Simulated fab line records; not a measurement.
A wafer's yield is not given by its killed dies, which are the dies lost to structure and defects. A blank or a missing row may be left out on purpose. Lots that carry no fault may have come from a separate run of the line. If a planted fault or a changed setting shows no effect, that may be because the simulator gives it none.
Struck lot and sound lot, side by side    flow rit_cmos    19 steps out of a route of 202
Sound: wafers L326.1, L326.4, L326.6. Struck: wafers L349.2, L349.4. (L349.1 of the same lot was not struck and is left out.) The cause comes at the end.
At each step with rows: each side's tool, then ch and its chambers, then its first start. Under that, the readings that differ: sound wafers    struck wafers    difference of the means    sigmas: that difference in standard deviations of wafers without a fault.
alike: readings whose means differ by less than 2 such deviations, and words and numbers that are the same on both sides. not compared: withheld readings, readings that some wafer has no value for, bounds like >300 that may hide the same value, and numbers for which the record gives no deviation and whose values overlap.
Wherever a step has rows on one side only, a row that says differs or no value, or a row with sigmas, the two part there. Numbers that don't overlap but have no deviation are shown without sigmas and don't part them. A reading that every wafer of one side lacks parts them only if that side has two wafers or more.

RIT_M1_SPUTTER_00: material Al, target thk 400 nm, time 500 s.
  sound on pvd_sputter-03 at day 3 08:01; struck on pvd_sputter-02 at day 8 00:57
  alike: throttle_valve_pct
RIT_M1_RS_MEAS_01: measures by four-point-probe.
  sound on film_metro-02 at day 3 08:19; struck on film_metro-02 at day 8 01:14
  alike: M1_AL_RS
RIT_M1_THK_MEAS_02: measures by xrf.
  sound on film_metro-02 at day 3 08:26; struck on film_metro-02 at day 8 01:22
  alike: M1_AL_THK
then, 6 steps without rows for these wafers: RIT_M1_HMDS_03 (prime time 60 s); RIT_M1_COAT_04 (resist thk 1300 nm); RIT_M1_SOFTBAKE_05 (time 60 s); RIT_M1_EXPOSE_06 (exposes mask M12, target cd 2600 nm); RIT_M1_PEB_07; RIT_M1_DEVELOP_08 (develop time 68 s).
RIT_M1_CD_MEAS_09: the cd target is 2600 nm.
  sound on cd_sem-02 at day 3 09:22; struck on cd_sem-01 at day 8 02:29
  alike: cd_nm
RIT_M1_OVL_MEAS_10:
  sound on overlay-02 at day 3 09:29; struck on overlay-02 at day 8 02:37
  alike: M1_OVL
then, 1 step without rows for these wafers: RIT_M1_HARDBAKE_11 (time 120 s).
RIT_M1_METAL_ETCH_12: etches Al in Cl2/BCl3, stops on SiO2, time 165 s, target depth 600 nm.
  sound on rie_metal-04 ch 0,1, day 3 09:46; struck on rie_metal-04 ch 0, day 8 02:54
reading                sound              struck       difference  sigmas
oes_product_au (a.u.)  0.767 0.757 0.762  0.789 0.797  +0.031      +2
  alike: drypump_motor_current_A, throttle_valve_pct
  not compared: rf_hours_counter_h
then, 1 step without rows for these wafers: RIT_M1_STRIP_13 (strips in nmp, time 600 s).
RIT_M1_STRIP_14: strips in O2, time 180 s.
  sound on plasma_asher-04 ch 0,1, day 3 10:07; struck on plasma_asher-03 ch 1, day 8 03:14
  alike: drypump_motor_current_A, o2_flow_sccm
  not compared: rf_hours_counter_h
RIT_M1_CD_MEAS_90: the cd target is 2600 nm.
  sound on cd_sem-02 at day 3 10:17; struck on cd_sem-02 at day 8 03:25
reading     sound                 struck         difference  sigmas
cd_nm (nm)  2600.2 2600.2 2600.3  2592.9 2596.3  -5.6        -2
then, 1 step without rows for these wafers: RIT_M1_ANNEAL_15 (time 1800 s).
RIT_M1_BOW_MEAS_16:
  sound on film_metro-03 at day 3 12:13; struck on film_metro-03 at day 8 05:26
  alike: M1_BOW
RIT_M1_PROBE_99:
  sound on prober-02 at day 3 12:20; struck on prober-01 at day 8 05:36
reading                   sound           struck     difference  sigmas
defect_limited_yield (%)  98.5 97.7 97.7  95.5 94.7  -2.9        -2
killed_at_M0_to_M3        0 0 0           8 4        +6          +50
killed_dies               4 6 6           12 14      +8          +2
sort_bin_6_memory (%)     1.1 1.1 0.4     2.7 2.3    +1.6        +3
sort_n_pass               260 258 258     252 250    -8          -2
sort_yield_pct (%)        98.5 97.7 97.7  95.5 94.7  -2.9        -2
  alike: killed_at_contacts, killed_at_front_end, killed_open, killed_short, sort_bin_3_pad_short, sort_bin_5_function

## WHERE THEY PART
First at RIT_M1_METAL_ETCH_12; last, within this record, at RIT_M1_PROBE_99.

WHY: what had been put in by the simulator
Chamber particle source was rie_metal-04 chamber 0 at RIT_M1_METAL_ETCH_12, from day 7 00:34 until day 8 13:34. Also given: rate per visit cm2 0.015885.
